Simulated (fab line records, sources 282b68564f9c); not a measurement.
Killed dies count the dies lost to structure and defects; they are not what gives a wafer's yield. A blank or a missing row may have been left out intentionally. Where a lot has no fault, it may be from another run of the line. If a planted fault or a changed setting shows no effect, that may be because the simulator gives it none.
Comparing a struck lot with a sound one    flow rit cmos    22 out of 202 route steps
Sound: these wafers, L511.1, L511.4, L511.6. The struck wafers were L519.3, L519.4, L519.6. Last of all comes the cause.
Per side, at each step with rows, come the tool, then ch with its chambers, and then its first start. Under that, the readings that differ: sound wafers    struck wafers    difference of the means    sigmas: that difference in standard deviations of wafers without a fault.
alike: a reading whose means differ by less than 2 such deviations, as well as words and numbers matching on both sides. not compared: withheld readings; readings where some wafer has no value; bounds like >300 that might hide an equal value; numbers whose values overlap and for which the record gives no deviation.
The two part at a step that has a row with sigmas, a row that says differs or no value, or rows on one side only. Numbers that have no deviation but don't overlap get no sigmas and don't part them. A reading missing from all wafers of one side parts the sides only when that side holds two or more wafers.

first, 2 steps without rows for these wafers: RIT_NSD_HARDBAKE_07 (time 60 s); RIT_NSD_IMPLANT_08.
RIT_NSD_STRIP_09: strips in O2, time 180 s.
  sound on plasma asher-04 ch 0, day 4 00:42; struck on plasma asher-01 ch 0,1, day 5 13:16
  alike: drypump motor current A
  not compared: rf hours counter h
RIT_NSD_TW_MEAS_10:
  sound on film metro-04 at day 4 00:53; struck on film metro-04 at day 5 13:25
  alike: NSD_TW
then, 6 steps without rows for these wafers: RIT_PSD_HMDS_00 (prime time 60 s); RIT_PSD_COAT_01 (resist thk 1000 nm); RIT_PSD_SOFTBAKE_02 (time 60 s); RIT_PSD_EXPOSE_03 (exposes mask M10, target cd 40900 nm); RIT_PSD_PEB_04; RIT_PSD_DEVELOP_05 (develop time 50 s).
RIT_PSD_OVL_MEAS_06:
  sound on overlay-01 at day 4 01:47; struck on overlay-02 at day 5 14:19
  alike: PSD_OVL
then, 1 step without rows for these wafers: RIT_PSD_HARDBAKE_07 (time 60 s).
RIT_PSD_IMPLANT_08:
  sound on implanter-04 ch 0, day 4 01:58; struck on implanter-04 ch 0, day 5 14:32
reading        sound                          struck                         difference  sigmas
beam on s (s)  10.7 10.6 10.7                 20.7 19.9 19.6                 +9.4        +6
dose ions cm2  4.999e+15 4.995e+15 5.003e+15  9.494e+15 9.491e+15 9.493e+15  +4.494e+15  +99 or more
  alike: faraday current uA
RIT_PSD_STRIP_09: strips in O2, time 180 s.
  sound on plasma asher-03 ch 0, day 4 02:07; struck on plasma asher-01 ch 0,1, day 5 14:41
  alike: drypump motor current A
  not compared: rf hours counter h
RIT_PSD_TW_MEAS_10:
  sound on film metro-04 at day 4 02:18; struck on film metro-01 at day 5 14:50
reading  sound           struck          difference  sigmas
PSD_TW   3409 3428 3409  3579 3602 3577  +171        +11
then, 3 steps without rows for these wafers: RIT_SDANNEAL_CLEAN_00 (cleans in SC1, time 600 s); RIT_SDANNEAL_CLEAN_01 (cleans in dHF, time 30 s); RIT_SDANNEAL_CLEAN_02 (cleans in SC2, time 600 s).
RIT_SDANNEAL_RTA_03: time 5 s.
  sound on rtp anneal-02 ch 0, day 4 02:43; struck on rtp anneal-02 ch 0, day 5 15:16
  alike: wafer_temp_C_max
RIT_SDANNEAL_RS_MEAS_04: a four-point-probe measurement.
  sound on film metro-01 at day 4 02:47; struck on film metro-04 at day 5 15:21
reading          sound              struck             difference  sigmas
PSD_RS (ohm/sq)  116.0 115.9 116.2  108.0 108.3 108.0  -7.9        -24
RIT_SDANNEAL_RS_MEAS_05: a four-point-probe measurement.
  sound on film metro-01 at day 4 02:54; struck on film metro-04 at day 5 15:28
  alike: NSD_RS
RIT_M1_PROBE_99:
  sound on prober-02 at day 4 10:56; struck on prober-02 at day 5 22:51
  alike: killed at contacts, killed at front end, killed dies, killed open, killed short

WHERE THEY PART
Last at RIT_SDANNEAL_RS_MEAS_04 as far as this record goes, first at RIT_PSD_IMPLANT_08. Later steps at which nothing parts them and some readings are alike: RIT_SDANNEAL_RS_MEAS_05, RIT_M1_PROBE_99.

WHY: what the simulator had put in
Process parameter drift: implanter-04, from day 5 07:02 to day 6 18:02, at RIT_PSD_IMPLANT_08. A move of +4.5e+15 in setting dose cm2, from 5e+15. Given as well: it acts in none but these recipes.
